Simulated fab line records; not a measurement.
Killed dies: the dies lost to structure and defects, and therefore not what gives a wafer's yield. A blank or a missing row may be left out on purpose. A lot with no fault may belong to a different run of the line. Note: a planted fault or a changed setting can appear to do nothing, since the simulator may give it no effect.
Lot-split experiment + flow berkeleyCmos170 + 23 wafers read from 5 lots, route of 331 steps

== ABOUT THE SPLIT ==
At UCB170_NLDD_IMPLANT_08, the setting doseCm2 was moved away from the recipe's 5e+13 on 6 of the 23 wafers read, by -3.5% to +7.0%. All remaining wafers had this setting at the recipe value.

== FROM THE SPLIT TO THE READING: what the file shows between them, 6 steps ==
- UCB170_NLDD_IMPLANT_09
- UCB170_NLDD_STRIP_10: strips in O2
- UCB170_NSD_COAT_01: resist thk 900 nm (also split here: spinRpm)
- UCB170_NSD_STRIP_09: strips in O2 (also split here: powerW)
- UCB170_SDANNEAL_RTA_00: time 10 s (also split here: timeS)
- UCB170_SDANNEAL_RTA_01: time 5 s

== THE READING ==
Measured at UCB170_SDANNEAL_RS_MEAS_05 by four-point probe: NLDD_RS, in ohm/sq. On this fab line, fault-free wafers typically give 615.9 ohm/sq with a standard deviation of 1.6 ohm/sq.

| wafer  | tool, chamber at the split | doseCm2 as run | against the recipe | NLDD_RS, ohm/sq | against lot-mates on the recipe |
|--------|----------------------------|----------------|--------------------|-----------------|---------------------------------|
| L078.3 | implanter-01, 0            | 5e+13          | recipe             | 616.4           | -                               |
| L078.4 | implanter-01, 0            | 5e+13          | recipe             | 617.1           | -                               |
| L078.5 | implanter-01, 0            | 5e+13          | recipe             | 616.9           | -                               |
| L079.1 | implanter-03, 0            | 5.348e+13      | +7.0%              | 603.4           | -12.5                           |
| L079.2 | implanter-03, 0            | 5e+13          | recipe             | 616.0           | -                               |
| L079.3 | implanter-03, 0            | 5.348e+13      | +7.0%              | 601.0           | -14.9                           |
| L079.4 | implanter-03, 0            | 5e+13          | recipe             | 615.8           | -                               |
| L079.6 | implanter-03, 0            | 5e+13          | recipe             | 615.9           | -                               |
| L080.1 | implanter-02, 0            | 5e+13          | recipe             | 619.2           | -                               |
| L080.2 | implanter-02, 0            | 5e+13          | recipe             | 617.4           | -                               |
| L080.3 | implanter-02, 0            | 5e+13          | recipe             | 617.5           | -                               |
| L080.4 | implanter-02, 0            | 5e+13          | recipe             | 618.0           | -                               |
| L080.6 | implanter-02, 0            | 5e+13          | recipe             | 619.0           | -                               |
| L085.1 | implanter-03, 0            | 5e+13          | recipe             | 614.6           | -                               |
| L085.2 | implanter-03, 0            | 4.827e+13      | -3.5%              | 621.4           | +6.7                            |
| L085.3 | implanter-03, 0            | 5e+13          | recipe             | 614.3           | -                               |
| L085.5 | implanter-03, 0            | 5e+13          | recipe             | 615.2           | -                               |
| L085.6 | implanter-03, 0            | 4.827e+13      | -3.5%              | 621.1           | +6.4                            |
| L082.1 | implanter-03, 0            | 5e+13          | recipe             | 617.5           | -                               |
| L082.2 | implanter-03, 0            | 5e+13          | recipe             | 618.4           | -                               |
| L082.3 | implanter-03, 0            | 5.249e+13      | +5.0%              | 605.9           | -12.0                           |
| L082.4 | implanter-03, 0            | 5e+13          | recipe             | 617.9           | -                               |
| L082.6 | implanter-03, 0            | 5.249e+13      | +5.0%              | 608.1           | -9.8                            |

FIT RESULTS
A straight line over all 23 wafers: NLDD_RS changes by -1.92 ohm/sq for each +1% of doseCm2; r = -0.96; the points scatter about the line by 1.5 ohm/sq.
The same after taking each lot's own level away (the mean of its wafers on the recipe; 23 wafers): -2.02 ohm/sq for each +1%; r = -0.99; scatter 0.73 ohm/sq.
That fit puts the effect of the largest move of doseCm2 on the reading at 14 ohm/sq.
Across the lots, their own levels run from 614.70 to 618.22 ohm/sq, a range of 2.2 times the standard deviation given above.
So the lot-to-lot level changes the slope little: the two slopes agree.
Check: for one of the wafers moved furthest among these (+7.0%), held out of the fit, the line's prediction against its lot-mates is -14.8 ohm/sq. Against them it came out at -12.5 ohm/sq.

== OTHER SPLITS APPLIED TO THESE WAFERS ==
Other splits were also applied to these wafers ahead of the reading. Each is held against what the fit with the lots' levels taken away leaves over:
| other split on the same wafers    | wafers away from the commonest value | r with NLDD_RS (lot level and that fit taken away) |
|-----------------------------------|--------------------------------------|----------------------------------------------------|
| UCB170_PWELL_CVD_05 tempC         | 10                                   | +0.23                                              |
| UCB170_PWELL_IMPLANT_15 energyKev | 9                                    | -0.20                                              |
| UCB170_NVT_IMPLANT_07 doseCm2     | 7                                    | -0.36                                              |
| UCB170_GATE_CVD_04 sih4FlowSccm   | 18                                   | -0.13                                              |
| UCB170_GATE_ETCH_14 sourceW       | 9                                    | +0.51                                              |
| UCB170_NSD_COAT_01 spinRpm        | 11                                   | -0.17                                              |
| UCB170_NSD_STRIP_09 powerW        | 8                                    | -0.18                                              |
| UCB170_SDANNEAL_RTA_00 timeS      | 6                                    | -0.21                                              |

== FILE'S OWN FIT ==
NLDD_RS changes by -2.02 ohm/sq for each +1% of doseCm2, r = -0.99.
